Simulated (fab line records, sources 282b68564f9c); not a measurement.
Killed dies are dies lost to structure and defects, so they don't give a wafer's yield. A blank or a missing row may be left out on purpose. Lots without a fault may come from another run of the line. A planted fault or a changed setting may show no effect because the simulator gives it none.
Split-lot experiment | flow rit_cmos | 5 lots, 27 wafers read, on a route of 202 steps

THE SPLIT
At RIT_ACTIVE_DEVELOP_10 (develop time 50 s), the setting develop_time_s was moved away from the recipe's 50 s on 9 of the 27 wafers read, by -21.5% to +50.7%. The other wafers ran this setting at the recipe's value.

FROM THE SPLIT TO THE READING: what the file shows between them, 4 steps
- RIT_ACTIVE_CD_MEAS_11: target cd 1400 nm
- RIT_ACTIVE_HARDBAKE_12: time 60 s
- RIT_ACTIVE_ETCH_13: etches Si3N4 in SF6, stops on SiO2, time 210 s, target depth 210 nm
- RIT_ACTIVE_STRIP_14: strips in O2, time 180 s

THE READING
cd_nm, in nm, at RIT_ACTIVE_CD_MEAS_90 (target cd 1400 nm). Fault-free wafers of this fab line usually give 1400.2 nm, standard deviation 2.4 nm.

wafer  | tool, chamber at the split | develop_time_s as run, s | against the recipe | cd_nm, nm | against lot-mates on the recipe
L075.1 | litho_track-02, 0          | 50                       | recipe             | 1403.2    | -
L075.2 | litho_track-02, 0          | 50                       | recipe             | 1401.5    | -
L075.3 | litho_track-02, 0          | 50                       | recipe             | 1398.8    | -
L075.4 | litho_track-02, 0          | 50                       | recipe             | 1399.5    | -
L075.5 | litho_track-02, 0          | 50                       | recipe             | 1399.2    | -
L075.6 | litho_track-02, 0          | 50                       | recipe             | 1401.6    | -
L079.1 | litho_track-02, 0          | 50                       | recipe             | 1402.3    | -
L079.2 | litho_track-02, 0          | 50                       | recipe             | 1402.9    | -
L079.3 | litho_track-02, 0          | 50                       | recipe             | 1403.8    | -
L080.1 | litho_track-03, 0          | 50                       | recipe             | 1399.2    | -
L080.2 | litho_track-03, 0          | 39.27                    | -21.5%             | 1425.2    | +24.8
L080.3 | litho_track-03, 0          | 39.27                    | -21.5%             | 1424.0    | +23.6
L080.4 | litho_track-03, 0          | 50                       | recipe             | 1400.6    | -
L080.5 | litho_track-03, 0          | 50                       | recipe             | 1401.5    | -
L080.6 | litho_track-03, 0          | 39.27                    | -21.5%             | 1424.5    | +24.1
L084.1 | litho_track-04, 0          | 66.09                    | +32.2%             | 1376.8    | -24.5
L084.2 | litho_track-04, 0          | 50                       | recipe             | 1400.5    | -
L084.3 | litho_track-04, 0          | 50                       | recipe             | 1401.5    | -
L084.4 | litho_track-04, 0          | 66.09                    | +32.2%             | 1376.8    | -24.5
L084.5 | litho_track-04, 0          | 66.09                    | +32.2%             | 1374.2    | -27.1
L084.6 | litho_track-04, 0          | 50                       | recipe             | 1401.8    | -
L085.1 | litho_track-03, 0          | 50                       | recipe             | 1396.3    | -
L085.2 | litho_track-03, 0          | 50                       | recipe             | 1399.5    | -
L085.3 | litho_track-03, 0          | 75.35                    | +50.7%             | 1360.1    | -37.6
L085.4 | litho_track-03, 0          | 50                       | recipe             | 1397.3    | -
L085.5 | litho_track-03, 0          | 75.35                    | +50.7%             | 1360.8    | -36.9
L085.6 | litho_track-03, 0          | 75.35                    | +50.7%             | 1360.2    | -37.5

THE FIT
A straight line over all 27 wafers: cd_nm changes by -0.841 nm for each +1% of develop_time_s; r = -0.99; the points scatter about the line by 2.6 nm.
The same after taking each lot's own level away (the mean of its wafers on the recipe; 27 wafers): -0.812 nm for each +1%; r = -0.99; scatter 2.6 nm.
On that fit, the largest move of develop_time_s shifts the reading by 41 nm.
The lots' own levels span 1397.70 to 1403.00 nm, that is 2.2 times the standard deviation above.
So the lot-to-lot level changes the slope little: the two slopes agree.
Check: with one of the wafers moved furthest among these (+50.7%) left out of the fit, the line predicts -40.6 nm for it against its lot-mates. It came out at -37.6 nm against them.

THE WHOLE CHAIN: every reading that the file lists as answering this split, in the file's order
step                  | what it does                                                        | reading                                                                        | change (the file's fit)               | r (the file's)
RIT_ACTIVE_CD_MEAS_11 | target cd 1400 nm                                                   | cd_nm                                                                          | -0.796 nm for each +1% of the setting | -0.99
RIT_ACTIVE_ETCH_13    | etches Si3N4 in SF6, stops on SiO2, time 210 s, target depth 210 nm | ACTIVE.cd_nm (the simulator's own value, which no gauge read)                  | -0.794 nm for each +1% of the setting | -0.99
RIT_ACTIVE_CD_MEAS_90 | target cd 1400 nm                                                   | cd_nm                                                                          | -0.793 nm for each +1% of the setting | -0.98
RIT_M1_PROBE_99       |                                                                     | etest.pmos_turned.r_on_ohm_um (the simulator's own value, which no gauge read) | -8.82 for each +1% of the setting     | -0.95

THE FILE'S OWN FIT
cd_nm changes by -0.793 nm for each +1% of develop_time_s, r = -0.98.
